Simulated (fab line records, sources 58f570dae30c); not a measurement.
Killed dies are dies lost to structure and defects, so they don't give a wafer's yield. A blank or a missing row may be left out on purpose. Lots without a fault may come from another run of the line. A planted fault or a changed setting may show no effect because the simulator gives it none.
Which tool did it? | flow berkeley_cmos170 | 13 lots, 39 wafers sampled, at 2 steps of a route of 331

WHAT THE GAUGES READ, wafer by wafer
UCB170_NSD_CD_MEAS_06: target cd 1200 nm. Usual: cd_nm 1200.0 nm, standard deviation 1.4.
lot  | measured     | on        | cd_nm (nm)           | flag
L876 | day 8 00:56  | cd_sem-02 | 1202.2 1200.7 1202.8 |
L877 | day 8 01:10  | cd_sem-01 | 1197.2 1199.4 1198.4 |
L879 | day 8 16:58  | cd_sem-02 | 1199.5 1202.2 1200.6 |
L878 | day 8 17:11  | cd_sem-01 | 1198.9 1199.0 1198.5 |
L880 | day 8 22:02  | cd_sem-01 | 1201.0 1202.3 1201.0 |
L882 | day 8 22:22  | cd_sem-01 | 1199.9 1198.5 1199.9 |
L884 | day 9 10:35  | cd_sem-02 | 1198.8 1198.1 1199.9 |
L885 | day 10 00:05 | cd_sem-02 | 1201.5 1201.4 1202.6 |
L886 | day 10 00:27 | cd_sem-01 | 1197.2 1197.9 1198.1 |
L887 | day 10 00:39 | cd_sem-02 | 1200.9 1201.0 1201.1 |
L891 | day 11 00:40 | cd_sem-02 | 1208.0 1212.9 1202.9 | OFF
L889 | day 11 00:45 | cd_sem-01 | 1198.8 1198.1 1200.2 |
L897 | day 12 03:07 | cd_sem-01 | 1199.8 1200.1 1199.8 |

WHICH TOOL RAN EACH LOT (tool, then ch and the chambers of the sampled wafers, then the start)
lot  | UCB170_NSD_EXPOSE_03
L876 | krf_scanner-01 ch 0, day 8 00:30
L877 | krf_scanner-02 ch 0, day 8 00:46
L879 | krf_scanner-01 ch 0, day 8 16:11
L878 | krf_scanner-02 ch 0, day 8 16:23
L880 | krf_scanner-01 ch 0, day 8 21:26
L882 | krf_scanner-01 ch 0, day 8 21:44
L884 | krf_scanner-02 ch 0, day 9 09:36
L885 | krf_scanner-01 ch 0, day 9 23:41
L886 | krf_scanner-02 ch 0, day 10 00:04
L887 | krf_scanner-01 ch 0, day 10 00:16
L891 | krf_scanner-02 ch 0, day 10 23:58
L889 | krf_scanner-01 ch 0, day 11 00:14
L897 | krf_scanner-01 ch 0, day 12 02:43
- UCB170_NSD_EXPOSE_03: exposes mask NSELECT MOD, target cd 1200 nm.

WHAT THE TOOLS THEMSELVES READ (means of the sampled wafers that have a number; where no wafer has one, the mark that the record gives instead)
UCB170_NSD_EXPOSE_03. Usual: exposure_dose_mJ_cm2 31.05, standard deviation 0.031.
lot  | tool           | exposure_dose_mJ_cm2 | flag
L876 | krf_scanner-01 | 31.02                |
L877 | krf_scanner-02 | 31.06                |
L879 | krf_scanner-01 | 31.01                |
L878 | krf_scanner-02 | 31.05                |
L880 | krf_scanner-01 | 31.05                |
L882 | krf_scanner-01 | 31.02                |
L884 | krf_scanner-02 | 31.13                |
L885 | krf_scanner-01 | 31.02                |
L886 | krf_scanner-02 | 31.03                |
L887 | krf_scanner-01 | 31.07                |
L891 | krf_scanner-02 | 30.86                | OFF
L889 | krf_scanner-01 | 31.02                |
L897 | krf_scanner-01 | 31.04                |

THE ANSWER, worked out from the rows above alone
Rule: a lot is off if the mean of its wafers that have a number lies more than 3 standard deviations from the usual mean. A lot without any number at a reading at which 4 lots or more have one is off too. The other lots that the step has rows for count as sound. The gauges are gone through in route order, then the tools' own readings, and for those a lot's mean is taken as printed above. The first step at which some lot is off is used, and at that step the reading that is off furthest; a lot without a number counts as furthest.
Off: L891, at UCB170_NSD_CD_MEAS_06 (cd_nm).
A tool fits if, at a process step before that reading, it ran every lot that is off, and no sound lot after the first of them. The gauges at UCB170_NSD_CD_MEAS_06 aren't tried: what is off there is off at UCB170_NSD_EXPOSE_03 too, on other tools, and a gauge's error can't cause that. One fits: krf_scanner-02 at UCB170_NSD_EXPOSE_03. Its last sound lot is L886 (day 10 00:04), its first lot that is off L891 (day 10 23:58): a fault that began between those two fits.
The tool's own readings at UCB170_NSD_EXPOSE_03 bear it out: on the lots that are off they differ by more than 5 times the standard deviation of the sound lots' means. exposure_dose_mJ_cm2 reads 30.86 there against 31.04 on the sound lots.

WHAT THE SIMULATOR HAD PUT IN
Process parameter drift: krf_scanner-02, from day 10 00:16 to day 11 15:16, at UCB170_NSD_EXPOSE_03. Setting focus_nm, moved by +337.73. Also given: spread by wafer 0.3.
Lots struck among those shown: L891. The rule above found the same.
